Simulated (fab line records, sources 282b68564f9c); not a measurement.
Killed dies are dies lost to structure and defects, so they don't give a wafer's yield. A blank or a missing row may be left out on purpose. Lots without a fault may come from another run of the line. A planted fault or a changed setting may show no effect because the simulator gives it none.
Which tool did it? | flow rit_cmos | 14 lots, 41 wafers sampled, at 3 steps of a route of 202

WHAT THE GAUGES READ, wafer by wafer
RIT_SDANNEAL_RS_MEAS_07: measures by four-point-probe.
lot  | measured    | on            | NLDD_RS (ohm/sq)
L223 | day 3 07:14 | film_metro-04 | 150.8 150.9 151.6
L224 | day 3 11:27 | film_metro-03 | 152.0 152.5 152.1
L225 | day 3 18:07 | film_metro-03 | 152.3 152.6 152.3
L226 | day 4 01:52 | film_metro-04 | 152.1 151.4 152.1
L228 | day 4 10:01 | film_metro-04 | 152.7 151.8 152.2
L227 | day 4 11:31 | film_metro-04 | 152.5 151.8 152.7
L229 | day 4 13:14 | film_metro-03 | 152.4 152.1 152.7
L230 | day 4 20:05 | film_metro-03 | 151.8 152.3 151.9
L231 | day 5 01:01 | film_metro-04 | 151.8 152.7 152.6
L235 | day 5 19:14 | film_metro-03 | 151.3 151.4
L237 | day 6 04:43 | film_metro-04 | 151.9 151.0 151.4
L240 | day 6 17:33 | film_metro-02 | 152.7 153.0 152.9
L241 | day 7 02:26 | film_metro-04 | 152.3 152.6 152.9
L243 | day 7 11:14 | film_metro-03 | 152.4 151.6 151.9

RIT_CONTACT_OVL_MEAS_09.
lot  | measured    | on         | CONTACT_OVL (nm)
L223 | day 3 09:13 | overlay-02 | 1.4 2.8 2.5
L224 | day 3 13:26 | overlay-01 | 2.7 1.7 1.2
L225 | day 3 20:07 | overlay-02 | 3.2 2.8 3.0
L226 | day 4 03:41 | overlay-02 | 1.8 1.7 1.6
L228 | day 4 11:51 | overlay-02 | 1.1 2.7 1.3
L227 | day 4 13:19 | overlay-02 | 1.8 1.9 2.5
L229 | day 4 15:05 | overlay-02 | 3.0 3.1 2.4
L230 | day 4 21:53 | overlay-02 | 1.1 1.6 -0.1
L231 | day 5 02:50 | overlay-01 | 1.2 1.2 0.2
L235 | day 5 21:11 | overlay-02 | 0.9 1.6
L237 | day 6 06:42 | overlay-01 | 1.8 2.5 1.4
L240 | day 6 19:30 | overlay-02 | 1.8 0.6 -0.3
L241 | day 7 04:34 | overlay-02 | 2.2 1.4 1.6
L243 | day 7 13:12 | overlay-02 | 1.2 1.2 1.5

WHICH TOOL RAN EACH LOT (tool, then ch and the chambers of the sampled wafers, then the start)
lot  | RIT_SPACER_ETCHBACK_05
L223 | rie_diel-01 ch 2,3, day 3 03:02
L224 | rie_diel-04 ch 0,2,3, day 3 07:29
L225 | rie_diel-01 ch 1,2,3, day 3 14:04
L226 | rie_diel-01 ch 0,3, day 3 21:51
L228 | rie_diel-04 ch 0,1,2, day 4 05:46
L227 | rie_diel-03 ch 1,2, day 4 07:01
L229 | rie_diel-01 ch 1,2,3, day 4 08:56
L230 | rie_diel-01 ch 0,1, day 4 15:59
L231 | rie_diel-03 ch 1,2,3, day 4 21:05
L235 | rie_diel-04 ch 1, day 5 15:08
L237 | rie_diel-03 ch 1,2,3, day 6 00:38
L240 | rie_diel-04 ch 0,1,2, day 6 13:01
L241 | rie_diel-04 ch 1,3, day 6 22:15
L243 | rie_diel-04 ch 0,1,2, day 7 07:17
- RIT_SPACER_ETCHBACK_05: etches Si3N4 in SF6/CHF3, stops on SiO2, target depth 250 nm, time 240 s.

WHAT THE TOOLS THEMSELVES READ (means of the sampled wafers that have a number; where no wafer has one, the mark that the record gives instead)
RIT_SPACER_ETCHBACK_05.
lot  | tool        | SF6_flow_sccm (sccm) | chamber_pressure_mTorr (mTorr) | drypump_motor_current_A (A) | oes_product_au (a.u.) | throttle_valve_pct (%)
L223 | rie_diel-01 | 30.12                | 40.05                          | 5.1                         | 0.844                 | 10.28
L224 | rie_diel-04 | 30.01                | 40.02                          | 6.1                         | 0.845                 | 10.23
L225 | rie_diel-01 | 30.01                | 39.99                          | 5.4                         | 0.838                 | 10.34
L226 | rie_diel-01 | 30.08                | 40.00                          | 6.1                         | 0.841                 | 10.25
L228 | rie_diel-04 | 29.90                | 40.01                          | 5.9                         | 0.831                 | 10.25
L227 | rie_diel-03 | 29.98                | 40.04                          | 6.0                         | 0.846                 | 10.34
L229 | rie_diel-01 | 29.96                | 40.02                          | 5.4                         | 0.825                 | 10.33
L230 | rie_diel-01 | 30.05                | 40.01                          | 6.3                         | 0.833                 | 10.29
L231 | rie_diel-03 | 30.00                | 40.00                          | 5.6                         | 0.849                 | 10.31
L235 | rie_diel-04 | 30.02                | 39.97                          | 5.5                         | 0.852                 | 10.32
L237 | rie_diel-03 | 29.89                | 39.99                          | 5.6                         | 0.859                 | 10.30
L240 | rie_diel-04 | 30.09                | 39.99                          | 5.9                         | 0.834                 | 10.23
L241 | rie_diel-04 | 30.06                | 39.99                          | 5.9                         | 0.859                 | 10.29
L243 | rie_diel-04 | 30.02                | 39.99                          | 5.9                         | 0.842                 | 10.23

THE ANSWER, worked out from the rows above alone
Rule: what is usual is taken from the lots themselves. Put in order of their means at a reading, lots are off if they are a third of the lots or fewer, leave a main group of 4 or more, and stand apart from it by a gap of 3 or more times the standard deviation of the main group's means; of several such gaps the widest counts. A main group whose means are all the same, to the digits that the tables above print for the reading, isn't used. A lot without any number at a reading at which 4 lots or more have one is off too. The other lots that the step has rows for count as sound. The gauges are gone through in route order, then the tools' own readings, and for those a lot's mean is taken as printed above. The first step at which some lot is off is used, and at that step the reading that is off furthest; a lot without a number counts as furthest.
No lot is off at any reading shown: from this, nothing can be told.

WHAT THE SIMULATOR HAD PUT IN
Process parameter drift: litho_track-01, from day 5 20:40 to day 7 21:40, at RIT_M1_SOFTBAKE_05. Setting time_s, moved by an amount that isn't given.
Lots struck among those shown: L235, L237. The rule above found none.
